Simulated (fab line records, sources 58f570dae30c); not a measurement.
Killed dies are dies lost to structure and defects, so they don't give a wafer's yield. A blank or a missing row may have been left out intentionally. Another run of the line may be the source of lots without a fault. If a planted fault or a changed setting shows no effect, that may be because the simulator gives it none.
Which tool was responsible? -- flow berkeley_cmos170 -- 13 lots with 39 wafers sampled at 5 steps, on a route of 331 steps

## WHAT THE GAUGES READ, wafer by wafer
UCB170_V1_THK_MEAS_01.
lot,measured,on,V1_TEOS_THK (nm)
L637,day 7 22:53,film_metro-03,1972 1991 1981
L634,day 7 22:54,film_metro-02,2014 1979 2026
L636,day 7 22:53,film_metro-01,1965 1989 2019
L635,day 8 01:15,film_metro-01,1990 2030 2011
L638,day 8 06:14,film_metro-01,1996 2022 2015
L639,day 8 06:15,film_metro-03,1967 2028 1986
L641,day 9 00:45,film_metro-02,1980 2024 2050
L640,day 9 00:47,film_metro-01,1989 1993 1998
L642,day 9 05:00,film_metro-03,1960 1982 1976
L643,day 9 05:01,film_metro-01,1975 1976 2007
L649,day 10 20:24,film_metro-02,1933 1979 1991
L651,day 11 02:56,film_metro-03,1937 1941 1983
L656,day 12 06:17,film_metro-01,1998 1980 2035

UCB170_V2_THK_MEAS_04.
lot,measured,on,V2_POLISHED_THK (nm)
L637,day 8 04:28,film_metro-02,1000.6 1001.7 1001.2
L634,day 8 04:49,film_metro-03,1003.4 1002.1 1000.4
L636,day 8 05:05,film_metro-04,1001.0 1001.9 999.8
L635,day 8 07:05,film_metro-04,1001.0 1000.3 1000.4
L638,day 8 12:09,film_metro-03,999.7 998.6 999.8
L639,day 8 12:26,film_metro-04,1000.1 1000.2 1001.0
L641,day 9 06:23,film_metro-02,1000.4 999.3 998.1
L640,day 9 06:10,film_metro-04,999.5 1002.9 1001.1
L642,day 9 12:23,film_metro-03,1003.7 1000.5 1000.7
L643,day 9 12:40,film_metro-04,999.6 1001.0 999.6
L649,day 11 06:57,film_metro-03,1001.2 1002.4 999.7
L651,day 11 11:29,film_metro-04,1000.5 1001.2 1001.2
L656,day 12 13:04,film_metro-04,999.2 1000.7 1000.3

## WHAT TOOL EACH LOT RAN ON (gives the tool, then ch and the chambers of the sampled wafers, and finally the start)
lot,UCB170_SILICIDE_SPUTTER_01,UCB170_M2_METAL_ETCH_18,UCB170_M2_STRIP_19
L637,"pvd_sputter-04, day 7 10:10","rie_metal-01 ch 0,1, day 8 03:25","plasma_asher-03 ch 0,1, day 8 03:36"
L634,"pvd_sputter-03, day 7 11:50","rie_metal-04 ch 0,1, day 8 03:49","plasma_asher-01 ch 0,1, day 8 03:58"
L636,"pvd_sputter-02, day 7 12:01","rie_metal-02 ch 0,1, day 8 04:02","plasma_asher-03 ch 0,1, day 8 04:14"
L635,"pvd_sputter-04, day 7 12:13","rie_metal-01 ch 0,1, day 8 06:05","plasma_asher-01 ch 0,1, day 8 06:14"
L638,"pvd_sputter-02, day 7 16:32","rie_metal-02 ch 0,1, day 8 11:06","plasma_asher-03 ch 0,1, day 8 11:17"
L639,"pvd_sputter-04, day 7 16:39","rie_metal-04 ch 0,1, day 8 11:26","plasma_asher-01 ch 0,1, day 8 11:36"
L641,"pvd_sputter-02, day 8 11:43","rie_metal-04 ch 0,1, day 9 05:20","plasma_asher-01 ch 0,1, day 9 05:32"
L640,"pvd_sputter-04, day 8 12:10","rie_metal-01 ch 0,1, day 9 05:10","plasma_asher-04 ch 0,1, day 9 05:19"
L642,"pvd_sputter-02, day 8 17:20","rie_metal-02 ch 0,1, day 9 11:20","plasma_asher-01 ch 0,1, day 9 11:31"
L643,"pvd_sputter-03, day 8 17:41","rie_metal-04 ch 0,1, day 9 11:37","plasma_asher-04 ch 0,1, day 9 11:47"
L649,"pvd_sputter-03, day 10 07:41","rie_metal-01 ch 0,1, day 11 05:50","plasma_asher-01 ch 0,1, day 11 06:01"
L651,"pvd_sputter-02, day 10 16:20","rie_metal-01 ch 0,1, day 11 10:29","plasma_asher-04 ch 0,1, day 11 10:38"
L656,"pvd_sputter-02, day 11 19:20","rie_metal-02 ch 0,1, day 12 12:01","plasma_asher-04 ch 0,1, day 12 12:12"
- UCB170_SILICIDE_SPUTTER_01: material Ti, target thk 30 nm, time 25 s.
- UCB170_M2_METAL_ETCH_18: etches Al in Cl2/BCl3, stops on SiO2, target depth 1170 nm, time 195 s.
- UCB170_M2_STRIP_19: strips in O2.

## WHAT THE TOOLS THEMSELVES READ (means of the sampled wafers that have a number; where no wafer has one, the mark that the record gives instead)
UCB170_SILICIDE_SPUTTER_01.
lot,tool,cathode_dc_power_W (W),throttle_valve_pct (%)
L637,pvd_sputter-04,1500.0,30.6
L634,pvd_sputter-03,1499.8,30.7
L636,pvd_sputter-02,1499.9,31.0
L635,pvd_sputter-04,1500.1,30.4
L638,pvd_sputter-02,1499.7,30.6
L639,pvd_sputter-04,1500.0,30.4
L641,pvd_sputter-02,1499.7,30.9
L640,pvd_sputter-04,1499.9,30.6
L642,pvd_sputter-02,1499.9,30.6
L643,pvd_sputter-03,1499.9,30.8
L649,pvd_sputter-03,1500.2,30.1
L651,pvd_sputter-02,1500.0,29.9
L656,pvd_sputter-02,1499.9,31.0

UCB170_M2_METAL_ETCH_18.
lot,tool,bias_w (W),drypump_motor_current_A (A),oes_product_au (a.u.),rf_fwd_power_W (W),throttle_valve_pct (%)
L637,rie_metal-01,120.0,5.6,0.865,598.0,24.21
L634,rie_metal-04,119.9,5.8,0.866,598.1,24.32
L636,rie_metal-02,120.0,5.7,0.853,600.5,24.30
L635,rie_metal-01,119.8,6.2,0.852,597.2,24.43
L638,rie_metal-02,120.2,5.6,0.871,598.5,24.38
L639,rie_metal-04,120.1,5.3,0.857,599.4,24.39
L641,rie_metal-04,119.7,5.3,0.864,597.1,24.38
L640,rie_metal-01,120.1,5.6,0.861,598.3,24.22
L642,rie_metal-02,119.9,5.7,0.858,599.4,24.28
L643,rie_metal-04,120.3,5.3,0.847,597.0,24.39
L649,rie_metal-01,120.1,5.6,0.883,599.1,24.21
L651,rie_metal-01,120.2,5.6,0.874,596.1,24.21
L656,rie_metal-02,119.9,5.7,0.867,597.5,24.28

UCB170_M2_STRIP_19.
lot,tool,drypump_motor_current_A (A),oes_product_au (a.u.)
L637,plasma_asher-03,5.7,0.553
L634,plasma_asher-01,6.3,0.542
L636,plasma_asher-03,5.6,0.556
L635,plasma_asher-01,6.3,0.544
L638,plasma_asher-03,5.7,0.546
L639,plasma_asher-01,6.3,0.518
L641,plasma_asher-01,6.3,0.524
L640,plasma_asher-04,5.3,0.546
L642,plasma_asher-01,6.3,0.543
L643,plasma_asher-04,5.8,0.523
L649,plasma_asher-01,6.1,0.573
L651,plasma_asher-04,5.3,0.567
L656,plasma_asher-04,5.8,0.554

## THE ANSWER, worked out from the rows above alone
Rule: the lots themselves supply what counts as usual. Put in order of their means at a reading, lots are off if they are a third of the lots or fewer, leave a main group of 4 or more, and stand apart from it by a gap of 3 or more times the standard deviation of the main group's means; of several such gaps the widest counts. Not used: any main group whose means are identical at the precision the tables above print for the reading. A lot without any number at a reading at which 4 lots or more have one is off too. Where the step has rows for the other lots, those lots are counted as sound. Order of review: gauges by route order, followed by the tools' own readings, for which a lot's mean as printed above is used. At the first step where some lot is off, the reading lying furthest off is the one used; lots without a number count as furthest.
No lot is off on any of the readings shown, so nothing can be concluded from this.

## WHAT THE SIMULATOR HAD INSERTED
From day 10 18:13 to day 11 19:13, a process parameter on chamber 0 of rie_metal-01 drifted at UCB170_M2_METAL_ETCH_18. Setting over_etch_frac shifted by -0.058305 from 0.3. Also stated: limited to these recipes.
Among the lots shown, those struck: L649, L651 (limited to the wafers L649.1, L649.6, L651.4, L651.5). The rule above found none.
